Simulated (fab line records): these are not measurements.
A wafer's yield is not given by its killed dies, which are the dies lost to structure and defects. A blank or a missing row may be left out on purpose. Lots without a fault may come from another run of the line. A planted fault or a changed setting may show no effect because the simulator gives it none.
Comparing a struck lot with a sound one | flow berkeleyCmos170 | 14 steps out of a route of 331
Sound: wafers L581.2, L581.3, L581.4. Wafers struck: L587.1, L587.3, L587.6. Last of all comes the cause.
Order at every step that has rows: each side's tool, ch and its chambers, its first start. Under that, the readings that differ: sound wafers | struck wafers | difference of the means | sigmas: that difference in standard deviations of wafers without a fault.
alike: words and numbers the same on both sides, and readings whose means are apart by under 2 such deviations; not compared: readings that were withheld, readings missing a value for some wafer, numbers with overlapping values and no deviation given by the record, and bounds like >300 which may hide the same value.
Wherever a step has rows on one side only, a row that says differs or no value, or a row with sigmas, the two part there. Non-overlapping numbers with no deviation appear without sigmas and do not part them. A reading missing from all wafers of one side parts the sides only when that side holds two or more wafers.

UCB170_M2_METAL_ETCH_18: etches Al in Cl2/BCl3, stops on SiO2, target depth 1170 nm, time 195 s.
  sound on rieMetal-04 ch 0,1, day 9 06:31; struck on rieMetal-01 ch 0,1, day 10 21:29
reading             | sound             | struck            | difference | sigmas
oesProductAu (a.u.) | 0.874 0.867 0.876 | 0.840 0.834 0.830 | -0.038     | -3
  alike: bcl3FlowSccm, drypumpMotorCurrentA, throttleValvePct
  not compared: rfHoursCounterH
UCB170_M2_STRIP_19: strips in O2.
  sound on plasmaAsher-04 ch 0,1, day 9 06:41; struck on plasmaAsher-01 ch 1, day 10 21:41
  alike: drypumpMotorCurrentA, oesProductAu
  not compared: rfHoursCounterH
UCB170_M2_CD_MEAS_90: the cd target is 700 nm.
  sound on cdSem-02 at day 9 06:49; struck on cdSem-02 at day 10 21:47
  alike: cdNm
UCB170_V2_CVD_00: deposits SiO2 from TEOS/O2, target thk 2000 nm, time 250 s.
  sound on pecvd-01 ch 0,1,2, day 9 06:55; struck on pecvd-04 ch 0,2, day 10 21:54
  alike: heaterPowerW, pressureMtorr
UCB170_V2_THK_MEAS_01:
  sound on filmMetro-02 at day 9 07:05; struck on filmMetro-02 at day 10 22:03
  alike: V2_TEOS_THK
UCB170_V2_CMP_02: polishes SiO2.
  sound on cmp-01 ch 0,1,2, day 9 07:11; struck on cmp-02 ch 0,3, day 10 22:07
reading           | sound          | struck         | difference | sigmas
motorCurrentA (A) | 16.5 15.7 14.9 | 18.7 19.1 19.2 | +3.3       | +2
UCB170_V2_BOW_MEAS_03:
  sound on filmMetro-03 at day 9 07:27; struck on filmMetro-02 at day 10 22:25
  alike: V2_BOW
UCB170_V2_THK_MEAS_04:
  sound on filmMetro-03 at day 9 07:34; struck on filmMetro-02 at day 10 22:32
  alike: V2_POLISHED_THK
then, 4 steps without rows for these wafers: UCB170_V2_CLEAN_05 (cleans in DIW); UCB170_V2_HMDS_06 (prime time 60 s); UCB170_V2_COAT_07 (resist thk 900 nm); UCB170_V2_SOFTBAKE_08 (time 60 s).
UCB170_V2_EXPOSE_09: exposes mask VIA2, target cd 700 nm.
  sound on krfScanner-01 ch 0, day 9 08:23; struck on krfScanner-02, day 10 23:14
  no value came back on the struck wafers for exposureDoseMJCm2, focusOffsetNm (nm); on the sound wafers exposureDoseMJCm2 reads 37.03 37.06 36.99
  alike: mask
next, for these wafers, 1 step has no rows: UCB170_V2_PEB_10.

== WHERE THEY PART ==
First at UCB170_M2_METAL_ETCH_18; last, within this record, at UCB170_V2_EXPOSE_09.

WHY: what had been put in by the simulator
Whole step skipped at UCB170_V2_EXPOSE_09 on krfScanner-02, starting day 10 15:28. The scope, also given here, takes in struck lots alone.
